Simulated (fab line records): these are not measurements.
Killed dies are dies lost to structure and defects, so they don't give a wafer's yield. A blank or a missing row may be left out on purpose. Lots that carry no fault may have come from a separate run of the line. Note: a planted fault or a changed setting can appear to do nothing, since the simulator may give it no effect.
Comparing a struck lot with a sound one + flow rit_cmos + 14 steps out of a route of 202
Sound: wafers L610.2, L610.4, L610.6. Wafers struck: L622.2, L622.4, L622.5. At the end, the cause is stated.
Order at every step that has rows: each side's tool, ch and its chambers, its first start. Under that, the readings that differ: sound wafers + struck wafers + difference of the means + sigmas: that difference in standard deviations of wafers without a fault.
alike: a reading whose means differ by less than 2 such deviations, as well as words and numbers matching on both sides. not compared: withheld readings; readings where some wafer has no value; bounds like >300 that might hide an equal value; numbers whose values overlap and for which the record gives no deviation.
The two part at a step that has a row with sigmas, a row that says differs or no value, or rows on one side only. Numbers that have no deviation but don't overlap get no sigmas and don't part them. A reading that every wafer of one side lacks parts them only if that side has two wafers or more.

first, 2 steps without rows for these wafers: RIT_NSD_PEB_04; RIT_NSD_DEVELOP_05 (develop time 50 s).
RIT_NSD_OVL_MEAS_06:
  struck on overlay-02, day 6 02:03; sound on overlay-01, day 3 13:47
  alike: NSD_OVL
then, 2 steps without rows for these wafers: RIT_NSD_HARDBAKE_07 (time 60 s); RIT_NSD_IMPLANT_08.
RIT_NSD_STRIP_09: strips in O2, time 180 s.
  sound on plasma_asher-03 ch 0,1, day 3 14:07; struck on plasma_asher-03 ch 0, day 6 02:29
  alike: drypump_motor_current_A
  not compared: rf_hours_counter_h
RIT_NSD_TW_MEAS_10:
  struck on film_metro-02, day 6 02:41; sound on film_metro-01, day 3 14:19
  alike: NSD_TW
then, 5 steps without rows for these wafers: RIT_PSD_HMDS_00 (prime time 60 s); RIT_PSD_COAT_01 (resist thk 1000 nm); RIT_PSD_SOFTBAKE_02 (time 60 s); RIT_PSD_EXPOSE_03 (exposes mask M10, target cd 40900 nm); RIT_PSD_PEB_04.
RIT_PSD_DEVELOP_05: develop time 50 s.
  sound on litho_track-03 ch 0, day 3 15:00; struck on litho_track-03, day 6 03:00
  no value came back on the struck wafers for chill_plate_temp_C (C), develop_time_s (s); on the sound wafers chill_plate_temp_C (C) reads 22.89 23.09 22.92
RIT_PSD_OVL_MEAS_06:
  struck on overlay-02, day 6 03:43; sound on overlay-02, day 3 15:20
| reading      | sound         | struck | difference                    | sigmas |
|--------------|---------------|--------|-------------------------------|--------|
| PSD_OVL (nm) | 2.5 -0.1 -1.4 | - - -  | no value on the struck wafers |        |

== WHERE THEY PART ==
At RIT_PSD_DEVELOP_05 first; at RIT_PSD_OVL_MEAS_06 last (within this record only).

WHY: what had been put in by the simulator
Entire step skipped (litho_track-03, RIT_PSD_DEVELOP_05), from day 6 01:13 onward. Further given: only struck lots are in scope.
